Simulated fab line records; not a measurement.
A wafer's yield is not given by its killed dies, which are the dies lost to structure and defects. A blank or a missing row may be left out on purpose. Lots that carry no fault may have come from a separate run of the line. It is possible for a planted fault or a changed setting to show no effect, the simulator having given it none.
The tool behind it: which one? / flow rit cmos / 14 lots with 42 wafers sampled at 2 steps, on a route of 202 steps

== WHAT THE GAUGES SHOWED, per wafer ==
RIT_M1_CD_MEAS_09: target cd 2600 nm.
lot=L316; measured=day 3 07:50; on=cd sem-02; cd nm (nm)=2603.1 2601.0 2601.6
lot=L318; measured=day 3 17:31; on=cd sem-02; cd nm (nm)=2599.7 2598.6 2599.8
lot=L319; measured=day 4 01:32; on=cd sem-01; cd nm (nm)=2600.6 2602.5 2601.9
lot=L322; measured=day 4 12:57; on=cd sem-02; cd nm (nm)=- - -
lot=L323; measured=day 4 17:07; on=cd sem-01; cd nm (nm)=- - -
lot=L325; measured=day 5 05:00; on=cd sem-01; cd nm (nm)=2603.2 2605.2 2605.2
lot=L329; measured=day 6 01:11; on=cd sem-02; cd nm (nm)=2601.9 2601.8 2601.0
lot=L330; measured=day 6 04:39; on=cd sem-01; cd nm (nm)=2602.4 2602.8 2605.3
lot=L332; measured=day 6 13:25; on=cd sem-02; cd nm (nm)=2599.0 2598.3 2599.8
lot=L333; measured=day 6 19:23; on=cd sem-02; cd nm (nm)=2599.1 2599.5 2600.8
lot=L334; measured=day 7 02:44; on=cd sem-02; cd nm (nm)=2600.9 2600.1 2599.4
lot=L335; measured=day 7 06:05; on=cd sem-02; cd nm (nm)=2597.3 2596.5 2597.2
lot=L336; measured=day 7 10:58; on=cd sem-02; cd nm (nm)=2596.5 2597.8 2596.2
lot=L339; measured=day 8 02:59; on=cd sem-01; cd nm (nm)=2601.4 2598.5 2602.0

== WHICH TOOL RAN EACH LOT (tool, then ch and the chambers of the sampled wafers, then the start) ==
lot=L316; RIT_M1_COAT_04=litho track-01 ch 0, day 3 07:06
lot=L318; RIT_M1_COAT_04=litho track-02 ch 0, day 3 16:48
lot=L319; RIT_M1_COAT_04=litho track-01 ch 0, day 4 00:40
lot=L322; RIT_M1_COAT_04=litho track-03, day 4 12:06
lot=L323; RIT_M1_COAT_04=litho track-01, day 4 16:16
lot=L325; RIT_M1_COAT_04=litho track-01 ch 0, day 5 04:05
lot=L329; RIT_M1_COAT_04=litho track-02 ch 0, day 6 00:28
lot=L330; RIT_M1_COAT_04=litho track-02 ch 0, day 6 03:55
lot=L332; RIT_M1_COAT_04=litho track-02 ch 0, day 6 12:41
lot=L333; RIT_M1_COAT_04=litho track-03 ch 0, day 6 18:40
lot=L334; RIT_M1_COAT_04=litho track-02 ch 0, day 7 01:59
lot=L335; RIT_M1_COAT_04=litho track-03 ch 0, day 7 05:14
lot=L336; RIT_M1_COAT_04=litho track-01 ch 0, day 7 10:07
lot=L339; RIT_M1_COAT_04=litho track-02 ch 0, day 8 02:08
- RIT_M1_COAT_04: resist thk 1300 nm.

== WHAT THE TOOLS THEMSELVES READ (means of the sampled wafers that have a number; where no wafer has one, the mark that the record gives instead) ==
RIT_M1_COAT_04.
lot=L316; tool=litho track-01; chill plate temp C (C)=22.92; dispense pressure kPa (kPa)=50.6
lot=L318; tool=litho track-02; chill plate temp C (C)=23.07; dispense pressure kPa (kPa)=50.2
lot=L319; tool=litho track-01; chill plate temp C (C)=23.05; dispense pressure kPa (kPa)=50.6
lot=L322; tool=litho track-03; chill plate temp C (C)=-; dispense pressure kPa (kPa)=-
lot=L323; tool=litho track-01; chill plate temp C (C)=-; dispense pressure kPa (kPa)=-
lot=L325; tool=litho track-01; chill plate temp C (C)=23.08; dispense pressure kPa (kPa)=50.6
lot=L329; tool=litho track-02; chill plate temp C (C)=23.01; dispense pressure kPa (kPa)=50.2
lot=L330; tool=litho track-02; chill plate temp C (C)=23.17; dispense pressure kPa (kPa)=50.2
lot=L332; tool=litho track-02; chill plate temp C (C)=22.90; dispense pressure kPa (kPa)=50.3
lot=L333; tool=litho track-03; chill plate temp C (C)=23.00; dispense pressure kPa (kPa)=52.2
lot=L334; tool=litho track-02; chill plate temp C (C)=23.05; dispense pressure kPa (kPa)=50.2
lot=L335; tool=litho track-03; chill plate temp C (C)=22.89; dispense pressure kPa (kPa)=52.2
lot=L336; tool=litho track-01; chill plate temp C (C)=23.02; dispense pressure kPa (kPa)=50.5
lot=L339; tool=litho track-02; chill plate temp C (C)=23.12; dispense pressure kPa (kPa)=50.2

== THE ANSWER, worked out from the rows above alone ==
Rule: what is usual is taken from the lots themselves. Put in order of their means at a reading, lots are off if they are a third of the lots or fewer, leave a main group of 4 or more, and stand apart from it by a gap of 3 or more times the standard deviation of the main group's means; of several such gaps the widest counts. The tables above print the reading to a certain number of digits; a main group whose means all agree to those digits is not used. A lot without any number at a reading at which 4 lots or more have one is off too. All remaining lots with rows at the step are treated as sound. Order of review: gauges by route order, followed by the tools' own readings, for which a lot's mean as printed above is used. At the first step where some lot is off, the reading lying furthest off is the one used; lots without a number count as furthest.
Off: L322, L323 (RIT_M1_CD_MEAS_09, cd nm). Without a number there: L322, L323. Mean 2600.5 nm and standard deviation 2.2 in the main group.
A tool fits if, at a process step before that reading, it ran every lot that is off, and no sound lot after the first of them. The gauges at RIT_M1_CD_MEAS_09 aren't tried: what is off there is off at RIT_M1_COAT_04 too, on other tools, and a gauge's error can't cause that. None of those tried fits.

== WHAT WAS PUT IN BY THE SIMULATOR ==
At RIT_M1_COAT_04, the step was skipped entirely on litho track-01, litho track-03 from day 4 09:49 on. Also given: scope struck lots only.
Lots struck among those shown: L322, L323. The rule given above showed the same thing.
